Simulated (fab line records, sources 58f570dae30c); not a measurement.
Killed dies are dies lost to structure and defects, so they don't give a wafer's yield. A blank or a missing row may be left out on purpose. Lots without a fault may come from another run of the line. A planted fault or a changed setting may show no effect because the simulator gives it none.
Which tool did it? | flow berkeley_cmos170 | 6 lots, 18 wafers sampled, at 3 steps of a route of 331

WHAT THE GAUGES READ, wafer by wafer
UCB170_M3_THK_MEAS_03: measures by xrf.
lot  | measured     | on            | M3_AL_THK (nm)
L387 | day 9 02:08  | film_metro-01 | 927 918 912
L391 | day 10 16:46 | film_metro-04 | 898 855 917 900 854 908
L393 | day 10 13:08 | film_metro-01 | 859 910 912 861 911 912
L399 | day 11 00:46 | film_metro-04 | 928 916 924
L403 | day 11 18:01 | film_metro-04 | 921 927 927
L406 | day 12 15:44 | film_metro-01 | 926 944 936

WHICH TOOL RAN EACH LOT (tool, then ch and the chambers of the sampled wafers, then the start)
lot  | UCB170_PFIELD_STRIP_08              | UCB170_M3_SPUTTER_01
L387 | plasma_asher-01 ch 0,1, day 5 12:59 | pvd_sputter-02, day 9 01:56
L391 | plasma_asher-03 ch 0,1, day 6 11:11 | pvd_sputter-02, day 10 13:40
L393 | plasma_asher-03 ch 0,1, day 6 15:01 | pvd_sputter-02, day 10 10:56
L399 | plasma_asher-01 ch 0,1, day 7 02:03 | pvd_sputter-04, day 11 00:34
L403 | plasma_asher-01 ch 0,1, day 8 00:32 | pvd_sputter-04, day 11 17:49
L406 | plasma_asher-04 ch 0,1, day 9 03:35 | pvd_sputter-01, day 12 15:32
- UCB170_PFIELD_STRIP_08: strips in O2.
- UCB170_M3_SPUTTER_01: material Al, target thk 900 nm, time 120 s.

THE ANSWER, worked out from the rows above alone
Rule: what is usual is taken from the lots themselves. Put in order of their means at a reading, lots are off if they are a third of the lots or fewer, leave a main group of 4 or more, and stand apart from it by a gap of 3 or more times the standard deviation of the main group's means; of several such gaps the widest counts. A main group whose means are all the same, to the digits that the tables above print for the reading, isn't used. A lot without any number at a reading at which 4 lots or more have one is off too. The other lots that the step has rows for count as sound.
Off: L391, L393, at UCB170_M3_THK_MEAS_03 (M3_AL_THK). The main group: mean 926 nm, standard deviation 6.1.
A tool fits if, at a process step before that reading, it ran every lot that is off, and no sound lot after the first of them. The gauges at UCB170_M3_THK_MEAS_03 are tried like those tools. Can't be told from this: 2 tools fit, plasma_asher-03 at UCB170_PFIELD_STRIP_08, pvd_sputter-02 at UCB170_M3_SPUTTER_01.

WHAT THE SIMULATOR HAD PUT IN
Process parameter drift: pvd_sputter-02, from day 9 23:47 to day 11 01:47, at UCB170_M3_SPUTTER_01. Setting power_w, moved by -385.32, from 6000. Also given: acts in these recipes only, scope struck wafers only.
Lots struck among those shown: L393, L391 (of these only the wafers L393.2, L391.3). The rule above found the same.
